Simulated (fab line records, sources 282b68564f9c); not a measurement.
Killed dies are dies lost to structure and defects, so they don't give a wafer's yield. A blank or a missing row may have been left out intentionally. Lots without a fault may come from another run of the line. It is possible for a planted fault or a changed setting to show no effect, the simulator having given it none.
Which tool was responsible? + flow ritCmos + 7 lots, 21 wafers sampled, at 2 steps of a route of 202

WHAT EACH GAUGE READ, for each wafer
RIT_SDANNEAL_RS_MEAS_04: the measuring method here is four-point-probe.
| lot  | measured    | on           | PSD_RS (ohm/sq)   |
|------|-------------|--------------|-------------------|
| L887 | day 3 07:16 | filmMetro-04 | 116.1 115.8 115.5 |
| L890 | day 3 20:43 | filmMetro-04 | 116.5 116.1 116.3 |
| L892 | day 4 08:35 | filmMetro-04 | 116.0 115.8 116.2 |
| L894 | day 4 16:59 | filmMetro-03 | 115.7 115.9 115.4 |
| L898 | day 5 13:10 | filmMetro-03 | 115.3 115.8 115.8 |
| L902 | day 6 10:00 | filmMetro-03 | 127.2 127.6 127.4 |
| L909 | day 8 01:23 | filmMetro-03 | 115.4 116.1 116.0 |

TOOL THAT RAN EACH LOT (tool first, then ch and the chambers of the sampled wafers, then the start)
| lot  | RIT_SDANNEAL_RTA_03            |
|------|--------------------------------|
| L887 | rtpAnneal-01 ch 0, day 3 07:11 |
| L890 | rtpAnneal-02 ch 0, day 3 20:38 |
| L892 | rtpAnneal-02 ch 0, day 4 08:31 |
| L894 | rtpAnneal-02 ch 0, day 4 16:55 |
| L898 | rtpAnneal-02 ch 0, day 5 13:05 |
| L902 | rtpAnneal-02 ch 0, day 6 09:56 |
| L909 | rtpAnneal-01 ch 0, day 8 01:19 |
- RIT_SDANNEAL_RTA_03: time 5 s.

THE ANSWER, worked out from the rows above alone
Rule: usual is defined by the lots themselves. The widest of any qualifying gaps counts: lots, ordered by their means at a reading, are off when they make up no more than a third of the lots, leave a main group of 4 or more, and stand apart from it by 3 or more times the standard deviation of that group's means. A main group whose means are all the same, to the digits that the tables above print for the reading, isn't used. Also off: a lot with no number at a reading for which 4 or more lots have one. All remaining lots with rows at the step are treated as sound.
Off: L902, at RIT_SDANNEAL_RS_MEAS_04 (PSD_RS). The main group: mean 115.9 ohm/sq, standard deviation 0.23.
If a tool, at a process step before that reading, ran all the lots that are off and no sound lot after the first of them, it fits. Those tools and the gauges at RIT_SDANNEAL_RS_MEAS_04 are tried in the same way. One fits: rtpAnneal-02 at RIT_SDANNEAL_RTA_03. Its last sound lot is L898 (day 5 13:05), its first lot that is off L902 (day 6 09:56): a fault that began between those two fits.

WHAT THE SIMULATOR HAD PUT IN
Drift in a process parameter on rtpAnneal-02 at RIT_SDANNEAL_RTA_03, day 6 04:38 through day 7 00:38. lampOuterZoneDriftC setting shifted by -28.
Struck lots among those shown: L902. Same finding as the rule above.
